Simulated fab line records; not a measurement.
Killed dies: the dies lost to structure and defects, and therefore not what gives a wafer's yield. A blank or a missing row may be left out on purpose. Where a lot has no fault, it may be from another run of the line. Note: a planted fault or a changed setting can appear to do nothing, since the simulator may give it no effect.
Problem report, 8D (eight disciplines) form, completed by code    flow rit-cmos    the parts of the form that need people (team, actions taken, sign-off) are left out

## 1. THE ISSUE
Across 12 wafers from 4 lots, ACTIVE_OXIDE_THK at RIT_ACTIVE_THK_MEAS_02 averages 37.6 nm, while fault-free wafers read 47.0 nm with a standard deviation of 0.84. That puts it -11 standard deviations away from the usual mean.
First seen on wafer L764.1, day 4 07:36, on film-metro-02. Wafers with a number at this step in the record: 48, from 16 lots. By rule, "out" or "out of limits" means more than 4 standard deviations away from the usual mean. The other wafers with a number count as sound.

## 2. WHAT IT IS, WHAT IT ISN'T
question                     is                                           is not
which readings at this step  ACTIVE_OXIDE_THK                             -
which lots                   L764, L765, L766, L767                       L751, L752, L753, L755, L756, L757, L758, L759, L760, L761, L763, L768
which wafers of those lots   all that have a number                       -
read on which gauges         film-metro-02, film-metro-03, film-metro-04  -
when                         from day 4 07:36                             up to then (33 sound wafers); but 3 sound wafers of L768 came after

## 3. THE SUSPECTS, EACH WITH WHAT RULES IT OUT
Counting: a tool at any process step up to the reading remains a suspect when it ran all the lots that are out and ran no sound lot after the first of those.
- the gauge at RIT_ACTIVE_THK_MEAS_02 is ruled out. Those wafers that are out were read across 3 gauges (film-metro-02, film-metro-03, film-metro-04).
- furnace-03 at RIT_ACTIVE_OXIDATION_01 (target thk 46.8 nm, ox time 3360 s): kept. It processed each lot that is out, first L764 at day 4 05:40, and no sound lot thereafter; up to then, the last sound lot it processed was L763 at day 3 22:10. Out on those wafers are its own readings of spike-tc-centre-C, spike-tc-load-C, spike-tc-source-C, tube-center-temp-C, tube_center_temp_C_max.
Left after counting: furnace-03 at RIT_ACTIVE_OXIDATION_01.

## 4. THE CAUSE (what the simulator had put in)
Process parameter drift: furnace-03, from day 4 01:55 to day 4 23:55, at RIT_ACTIVE_OXIDATION_01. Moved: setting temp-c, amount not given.
The count eliminated every tool but this one.

## 5. SEQUENCE OF EFFECTS, ordered by route
One row per reading whose mean, taken over the struck wafers that have a number, lies over 3 standard deviations from the usual. Readings are gone through only where the record gives a usual standard deviation; hours: the median, over the lots, of the time from a lot's start at the first step in this table giving one to that lot's start at this step; sigmas: the change measured in usual standard deviations.
hours  step                     reading                 usual     on struck wafers  change  sigmas
0      RIT_ACTIVE_OXIDATION_01  spike-tc-centre-C       1002.7 C  978.3             -24.4   -17
0      RIT_ACTIVE_OXIDATION_01  spike-tc-load-C         1028.3 C  1003.5            -24.8   -21
0      RIT_ACTIVE_OXIDATION_01  spike-tc-source-C       1023.8 C  997.9             -25.9   -22
0      RIT_ACTIVE_OXIDATION_01  tube-center-temp-C      999.99 C  974.98            -25.01  -99 or more
0      RIT_ACTIVE_OXIDATION_01  tube_center_temp_C_max  1002.6    977.5             -25.1   -64
2      RIT_ACTIVE_THK_MEAS_02   ACTIVE_OXIDE_THK        47.0 nm   37.6              -9.4    -11
Here are the process steps it includes:
- RIT_ACTIVE_OXIDATION_01: target thk 46.8 nm, ox time 3360 s.
At these later measuring or inspecting steps, every struck wafer for which the step has a row has a number for every such reading, and none has moved that far: RIT_FOX1_THK_MEAS_01, RIT_NWELL_OVL_MEAS_06.

## 6. HOW IT WOULD HAVE BEEN CAUGHT EARLIER
The first out-of-limits reading at a measuring or inspecting step in this record came at day 4 07:36, 6 hours after the fault's start at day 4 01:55.
At RIT_ACTIVE_OXIDATION_01, the tool's own readings (spike-tc-centre-C, spike-tc-load-C, spike-tc-source-C, tube-center-temp-C, tube_center_temp_C_max) were out on each struck wafer the step has a row for, so an alarm limit on them would have fired on the first such wafer.
Among the 4 lots that are out, L765, L766, L767 began RIT_ACTIVE_OXIDATION_01 on furnace-03 after day 4 07:36. A hold on the tool at that time would have spared those 3.
